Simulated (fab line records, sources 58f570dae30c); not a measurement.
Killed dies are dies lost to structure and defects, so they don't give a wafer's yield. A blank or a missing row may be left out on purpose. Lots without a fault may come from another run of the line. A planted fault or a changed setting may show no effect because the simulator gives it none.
fab line records | flow berkeley_cmos170
record lots=13 wafers=39 last_day=13
route steps=331 shown PSD@181 NSD@194 SILICIDE@214 M1@238
lots that met no fault: from a run of the same line without faults
start_h: hours from the record's first day to the start of the lot's first wafer shown | wait_h: hours since the lot's step before | " the same as in the row above | L1.1+2: a row that stands for several wafers | - no value, or no start given | * or withheld: withheld | < > ~ a bound
route shown NAME@n: a module of which the file shows steps, and the number in the route of the first | usual: mean/standard deviation of fault-free wafers | same: alike in all rows | chamber/n: place in a boat | sites: the reading at each site | _std_site: their standard deviation | _edge_site: outer sites' mean less inner sites' | radius_mm: how far each site lies from the wafer's centre | mask NAME#n: copy n | behind: the tool/chamber that last shaped the wafer | hold: why the lot was held/for how many hours/how that ended | device: the transistor (n, p or np) that didn't switch | end of line: the same wafers' tests at the end of the route | a step without rows: its recipe alone | killed: dies lost to structure and defects at the first sort, not the wafer's yield | map: a wafer's dies, x killed, . not, _ none there
set.NAME: the setting as run; set.NAME@STEP: as run at that earlier step | model.NAME: the simulator's own value behind a step, which no gauge read
steps of the route over a sample of lots; a table a step, a row a wafer
services: from which hour (start_h, from the record's first day; less than 0 if before it) a tool's chamber was out of use, for how many hours, and why
## steps
# step UCB170_PSD_CD_MEAS_06
# recipe target_cd_nm=1200
# usual cd_nm=1199.6/1.6
# columns lot.wafer tool chamber start_h wait_h cd_nm
L812.1 cd_sem-02 - 170.17 - 1198.1
L812.4 " - " " 1198.1
L812.5 " - " " 1198.2
L814.1 cd_sem-02 - 185.41 - 1200.5
L814.2 " - " " 1200.5
L814.5 " - " " 1199.2
L815.1 cd_sem-01 - 185.68 - 1197.3
L815.2 " - " " 1198.4
L815.4 " - " " 1197.8
L813.3 cd_sem-01 - 186.00 - 1201.8
L813.5 " - " " 1200.1
L813.6 " - " " 1199.5
L818.2 cd_sem-01 - 206.20 - 1201.6
L818.3 " - " " 1200.7
L818.4 " - " " 1200.0
L820.2 cd_sem-02 - 220.89 - 1197.6
L820.3 " - " " 1198.3
L820.5 " - " " 1198.5
L824.1 cd_sem-01 - 226.68 - 1200.7
L824.5 " - " " 1200.3
L824.6 " - " " 1199.9
L826.1 cd_sem-01 - 242.98 - 1197.4
L826.2 " - " " 1198.1
L826.4 " - " " 1197.4
L827.2 cd_sem-02 - 251.82 - 1202.3
L827.3 " - " " 1201.4
L827.5 " - " " 1202.1
L829.1 cd_sem-02 - 252.03 - 1198.0
L829.4 " - " " 1197.2
L829.6 " - " " 1198.2
L828.3 cd_sem-01 - 252.12 - 1200.6
L828.4 " - " " 1201.4
L828.6 " - " " 1201.9
L831.1 cd_sem-02 - 259.99 - 1198.8
L831.2 " - " " 1198.5
L831.5 " - " " 1198.7
L833.1 cd_sem-02 - 283.56 - 1197.0
L833.2 " - " " 1199.5
L833.3 " - " " 1197.9
# step UCB170_NSD_OVL_MEAS_07
# usual NSD_OVL=2/5.3
# columns lot.wafer tool chamber start_h wait_h NSD_OVL[nm]
L812.1 overlay-01 - 172.28 0.1 -3
L812.4 " - " " -3
L812.5 " - " " 2
L814.1 overlay-02 - 187.83 0.1 -5
L814.2 " - " " -2
L814.5 " - " " 1
L815.1 overlay-01 - 188.13 0.1 2
L815.2 " - " " -1
L815.4 " - " " 2
L813.3 overlay-01 - 188.57 0.1 2
L813.5 " - " " 4
L813.6 " - " " 4
L818.2 overlay-01 - 211.14 0.1 -4
L818.3 " - " " -1
L818.4 " - " " -7
L820.2 overlay-02 - 222.83 0.1 4
L820.3 " - " " 8
L820.5 " - " " 7
L824.1 overlay-01 - 228.82 0.1 -1
L824.5 " - " " 2
L824.6 " - " " 3
L826.1 overlay-02 - 246.56 0.1 0
L826.2 " - " " 1
L826.4 " - " " 2
L827.2 overlay-01 - 254.09 0.1 6
L827.3 " - " " 3
L827.5 " - " " 1
L829.1 overlay-02 - 254.17 0.1 -1
L829.4 " - " " -6
L829.6 " - " " -5
L828.3 overlay-02 - 254.78 0.1 11
L828.4 " - " " -2
L828.6 " - " " -1
L831.1 overlay-02 - 261.97 0.1 8
L831.2 " - " " 2
L831.5 " - " " 9
L833.1 overlay-02 - 285.31 0.1 0
L833.2 " - " " 4
L833.3 " - " " 2
# step UCB170_SILICIDE_RTA_04
# recipe temp_c=650 time_s=15 ambient=N2
# usual lamp_power_pct=10.54/0.14 wafer_temp_C_max=652.8/0.79
# columns lot.wafer tool chamber start_h wait_h lamp_power_pct wafer_temp_C_max
L812.1 rtp_anneal-01 0 174.58 0.1 10.42 652.7
L812.4 " 0 " " 10.39 652.5
L812.5 " 0 " " 10.42 652.6
L814.1 rtp_anneal-01 0 190.17 0.1 10.41 652.2
L814.2 " 0 " " 10.40 652.0
L814.5 " 0 " " 10.40 652.7
L815.1 rtp_anneal-02 0 190.46 0.1 10.67 654.1
L815.2 " 0 " " 10.68 652.1
L815.4 " 0 " " 10.67 653.3
L813.3 rtp_anneal-01 0 190.73 0.1 10.39 652.4
L813.5 " 0 " " 10.40 652.5
L813.6 " 0 " " 10.41 652.6
L818.2 rtp_anneal-02 0 213.75 0.1 10.67 653.4
L818.3 " 0 " " 10.68 653.5
L818.4 " 0 " " 10.66 653.7
L820.2 rtp_anneal-01 0 224.97 0.1 10.40 651.7
L820.3 " 0 " " 10.40 651.5
L820.5 " 0 " " 10.39 652.1
L824.1 rtp_anneal-01 0 234.07 0.1 10.40 653.2
L824.5 " 0 " " 10.41 652.3
L824.6 " 0 " " 10.40 652.1
L826.1 rtp_anneal-02 0 249.15 0.1 10.67 654.0
L826.2 " 0 " " 10.68 652.3
L826.4 " 0 " " 10.67 653.8
L827.2 rtp_anneal-01 0 256.41 0.1 10.39 652.4
L827.3 " 0 " " 10.40 651.8
L827.5 " 0 " " 10.41 652.0
L829.1 rtp_anneal-02 0 256.81 0.1 10.68 653.4
L829.4 " 0 " " 10.66 652.7
L829.6 " 0 " " 10.67 653.0
L828.3 rtp_anneal-01 0 257.14 0.1 10.39 652.5
L828.4 " 0 " " 10.40 652.9
L828.6 " 0 " " 10.41 653.4
L831.1 rtp_anneal-02 0 264.28 0.1 10.65 652.9
L831.2 " 0 " " 10.66 652.4
L831.5 " 0 " " 10.67 652.7
L833.1 rtp_anneal-02 0 287.47 0.1 10.68 653.4
L833.2 " 0 " " 10.66 652.0
L833.3 " 0 " " 10.69 653.0
# step UCB170_M1_SPUTTER_00
# recipe material=Al target_thk_nm=600 time_s=80 power_w=6000 chamber_pressure_pa=0.5
# usual throttle_valve_pct=29.6/1.3
# columns lot.wafer tool chamber start_h wait_h throttle_valve_pct
L812.1 pvd_sputter-01 - 179.20 0.0 29.7
L812.4 " - " " 27.8
L812.5 " - " " 29.5
L814.1 pvd_sputter-02 - 194.63 0.0 31.6
L814.2 " - " " 31.6
L814.5 " - " " 28.1
L815.1 pvd_sputter-03 - 195.21 0.0 29.8
L815.2 " - " " 29.9
L815.4 " - " " 31.7
L813.3 pvd_sputter-01 - 196.54 0.0 28.1
L813.5 " - " " 29.6
L813.6 " - " " 28.1
L818.2 pvd_sputter-01 - 218.99 0.0 27.9
L818.3 " - " " 29.5
L818.4 " - " " 29.8
L820.2 pvd_sputter-03 - 230.47 0.0 31.8
L820.3 " - " " 29.2
L820.5 " - " " 29.5
L824.1 pvd_sputter-01 - 240.59 0.0 29.8
L824.5 " - " " 29.7
L824.6 " - " " 28.1
L826.1 pvd_sputter-02 - 256.23 0.0 31.4
L826.2 " - " " 28.0
L826.4 " - " " 28.2
L827.2 pvd_sputter-03 - 261.48 0.0 29.1
L827.3 " - " " 31.7
L827.5 " - " " 29.4
L829.1 pvd_sputter-02 - 261.96 0.0 31.4
L829.4 " - " " 27.9
L829.6 " - " " 31.7
L828.3 pvd_sputter-02 - 263.17 0.0 28.3
L828.4 " - " " 28.1
L828.6 " - " " 28.2
L831.1 pvd_sputter-02 - 273.46 0.0 31.5
L831.2 " - " " 31.6
L831.5 " - " " 28.0
L833.1 pvd_sputter-03 - 292.88 0.0 30.1
L833.2 " - " " 29.7
L833.3 " - " " 31.9
# step UCB170_M1_RS_MEAS_01
# recipe thk_meas_gauge=four-point-probe reads=Al_of_M1_SPUTTER_00
# usual M1_AL_RS=0.0484/0.00051
# columns lot.wafer tool chamber start_h wait_h M1_AL_RS[ohm/sq]
L812.1 film_metro-04 - 179.26 0.0 0.0484
L812.4 " - " " 0.0484
L812.5 " - " " 0.0491
L814.1 film_metro-01 - 194.69 0.0 0.0483
L814.2 " - " " 0.0485
L814.5 " - " " 0.0482
L815.1 film_metro-04 - 195.27 0.0 0.0488
L815.2 " - " " 0.0498
L815.4 " - " " 0.0494
L813.3 film_metro-01 - 196.64 0.1 0.0484
L813.5 " - " " 0.0488
L813.6 " - " " 0.0483
L818.2 film_metro-04 - 219.07 0.1 0.0485
L818.3 " - " " 0.0486
L818.4 " - " " 0.0484
L820.2 film_metro-02 - 230.55 0.1 0.0489
L820.3 " - " " 0.0483
L820.5 " - " " 0.0482
L824.1 film_metro-04 - 240.66 0.0 0.0659
L824.5 " - " " 0.0661
L824.6 " - " " 0.0482
L826.1 film_metro-02 - 256.29 0.0 0.0485
L826.2 " - " " 0.0490
L826.4 " - " " 0.0490
L827.2 film_metro-02 - 261.56 0.1 0.0478
L827.3 " - " " 0.0484
L827.5 " - " " 0.0481
L829.1 film_metro-01 - 262.02 0.0 0.0476
L829.4 " - " " 0.0483
L829.6 " - " " 0.0477
L828.3 film_metro-01 - 263.27 0.1 0.0479
L828.4 " - " " 0.0482
L828.6 " - " " 0.0474
L831.1 film_metro-02 - 273.52 0.0 0.0482
L831.2 " - " " 0.0480
L831.5 " - " " 0.0487
L833.1 film_metro-01 - 292.95 0.0 0.0485
L833.2 " - " " 0.0481
L833.3 " - " " 0.0491
# step UCB170_M1_THK_MEAS_02
# recipe thk_meas_gauge=xrf reads=Al_of_M1_SPUTTER_00
# usual M1_AL_THK=582/6.3
# columns lot.wafer tool chamber start_h wait_h M1_AL_THK[nm]
L812.1 film_metro-04 - 179.38 0.1 576
L812.4 " - " " 578
L812.5 " - " " 574
L814.1 film_metro-01 - 194.81 0.1 579
L814.2 " - " " 576
L814.5 " - " " 582
L815.1 film_metro-04 - 195.39 0.1 580
L815.2 " - " " 566
L815.4 " - " " 572
L813.3 film_metro-01 - 196.74 0.1 581
L813.5 " - " " 574
L813.6 " - " " 580
L818.2 film_metro-04 - 219.18 0.1 575
L818.3 " - " " 580
L818.4 " - " " 583
L820.2 film_metro-02 - 230.66 0.1 581
L820.3 " - " " 586
L820.5 " - " " 588
L824.1 film_metro-04 - 240.78 0.1 428
L824.5 " - " " 426
L824.6 " - " " 581
L826.1 film_metro-02 - 256.41 0.1 583
L826.2 " - " " 581
L826.4 " - " " 578
L827.2 film_metro-02 - 261.67 0.1 591
L827.3 " - " " 586
L827.5 " - " " 588
L829.1 film_metro-01 - 262.14 0.1 588
L829.4 " - " " 578
L829.6 " - " " 589
L828.3 film_metro-01 - 263.37 0.1 586
L828.4 " - " " 580
L828.6 " - " " 589
L831.1 film_metro-02 - 273.64 0.1 588
L831.2 " - " " 588
L831.5 " - " " 580
L833.1 film_metro-01 - 293.07 0.1 581
L833.2 " - " " 586
L833.3 " - " " 579
# step UCB170_M1_METAL_ETCH_12
# recipe chemistry=Cl2/BCl3 target=Al stop_on=PSG pressure_mtorr=12.41 target_depth_a=7800 over_etch_frac=0.3 time_s=130 icp_w=600 bias_w=120 Cl2_flow_sccm=90 bcl3_flow_sccm=45
# usual bcl3_flow_sccm=45.00/0.13 drypump_motor_current_A=5.8/0.46 he_backside_leak_sccm=3.20/0.18 oes_product_au=0.853/0.013 throttle_valve_pct=24.0/0.31
# same over_etch_frac=0.3
# columns lot.wafer tool chamber start_h wait_h bcl3_flow_sccm drypump_motor_current_A he_backside_leak_sccm oes_product_au rf_hours_counter_h throttle_valve_pct
L812.1 rie_metal-04 1 180.91 - 44.94 5.5 3.07 0.872 1 23.9
L812.4 " 0 " " 44.86 5.4 3.48 0.855 - 24.4
L812.5 " 1 " " 45.14 5.5 3.08 0.869 - 23.9
L814.1 rie_metal-04 0 196.16 - 45.06 5.4 3.43 0.861 7 24.5
L814.2 " 1 " " 45.04 5.5 2.93 0.870 1 23.9
L814.5 " 1 " " 45.23 5.5 3.05 0.871 - 23.9
L815.1 rie_metal-02 0 197.34 - 44.80 5.7 3.03 0.839 14 24.0
L815.2 " 1 " " 45.05 6.6 3.05 0.827 6 23.9
L815.4 " 0 " " 44.89 5.7 2.94 0.839 - 24.0
L813.3 rie_metal-01 0 198.36 - 45.07 5.5 3.55 0.852 - 23.3
L813.5 " 0 " " 44.80 5.5 3.29 0.861 - 23.3
L813.6 " 0 " " 45.07 5.5 3.52 0.864 - 23.3
L818.2 rie_metal-01 1 220.89 - 44.95 5.8 3.05 0.839 0 23.8
L818.3 " 0 " " 45.05 5.5 3.50 0.860 - 23.3
L818.4 " 1 " " 44.91 5.9 3.13 0.842 - 23.8
L820.2 rie_metal-02 1 231.75 - 44.94 6.6 3.10 0.846 7 23.9
L820.3 " 0 " " 44.89 5.7 3.13 0.847 - 24.0
L820.5 " 0 " " 45.04 5.7 3.07 0.848 - 24.0
L824.1 rie_metal-02 1 242.00 - 44.86 6.6 3.13 0.715 7 24.0
L824.5 " 0 " " 44.94 5.7 3.05 0.716 - 24.0
L824.6 " 1 " " 44.79 6.6 3.20 0.854 - 23.9
L826.1 rie_metal-02 0 257.51 - 45.01 5.7 3.04 0.849 15 24.0
L826.2 " 1 " " 44.83 6.6 3.23 0.840 8 23.9
L826.4 " 0 " " 45.12 5.7 2.97 0.844 - 24.0
L827.2 rie_metal-04 1 263.10 - 44.96 5.5 2.96 0.875 3 23.8
L827.3 " 1 " " 44.86 5.5 2.93 0.869 - 23.9
L827.5 " 1 " " 45.06 5.5 2.89 0.868 - 23.8
L829.1 rie_metal-02 0 263.58 - 44.93 5.7 2.97 0.854 15 24.0
L829.4 " 0 " " 44.98 5.7 3.04 0.838 - 24.0
L829.6 " 0 " " 44.89 5.7 3.04 0.852 - 24.0
L828.3 rie_metal-04 0 264.87 - 45.01 5.4 3.22 0.864 - 24.4
L828.4 " 1 " " 44.97 5.5 3.22 0.871 - 23.9
L828.6 " 1 " " 45.00 5.5 3.29 0.877 - 23.9
L831.1 rie_metal-04 0 276.07 - 44.71 5.4 3.41 0.858 9 24.4
L831.2 " 1 " " 45.12 5.5 3.07 0.871 3 23.9
L831.5 " 1 " " 45.00 5.5 2.99 0.868 - 23.9
L833.1 rie_metal-02 1 294.29 - 44.92 6.6 3.10 0.844 9 23.9
L833.2 " 0 " " 44.95 5.7 3.10 0.853 17 24.0
L833.3 " 1 " " 45.03 6.6 3.20 0.841 - 23.9
## services
# columns tool chamber start_h hours kind
rie_metal-01 1 181.02 - clean
rie_metal-01 1 181.02 23.5 scheduled_down
rie_metal-01 1 181.02 23.5 vent_cycle
pvd_sputter-02 - 194.69 3.6 repair
pvd_sputter-02 - 212.26 4.1 repair
rie_metal-04 - 213.36 2.8 pm
pvd_sputter-02 - 216.44 3.2 repair
pvd_sputter-03 - 248.66 2.3 repair
pvd_sputter-01 - 250.87 14.6 repair
pvd_sputter-03 - 283.83 2.9 repair
rtp_anneal-01 - 290.50 4.5 pm
## key
first_sign step=UCB170_M1_RS_MEAS_01 reading=M1_AL_RS direction=up sigmas=34 usual=0.0484 struck=0.0660
effect step=UCB170_M1_THK_MEAS_02 reading=M1_AL_THK direction=down sigmas=25 usual=582 struck=427
effect step=UCB170_M1_METAL_ETCH_12 reading=oes_product_au direction=down sigmas=10 usual=0.853 struck=0.715
met_at UCB170_M1_SPUTTER_00
struck_lots L824
struck_wafers L824.1,L824.5
sort_left_out L824.1,L824.5
not_acting_at UCB170_PSD_CD_MEAS_06,UCB170_NSD_OVL_MEAS_07,UCB170_SILICIDE_RTA_04
onset_between 218.99 240.59
fault kind=process_parameter_drift tool=pvd_sputter-01 chamber=- onset_h=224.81 steps=UCB170_M1_SPUTTER_00 channel=time_s offset=* shape=step end_h=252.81 acts_in=* stated=* scope=struck_wafers_only
# sort_left_out: the simulated sort isn't trusted on such a fault, so these wafers' sort isn't shown, and their yield isn't known
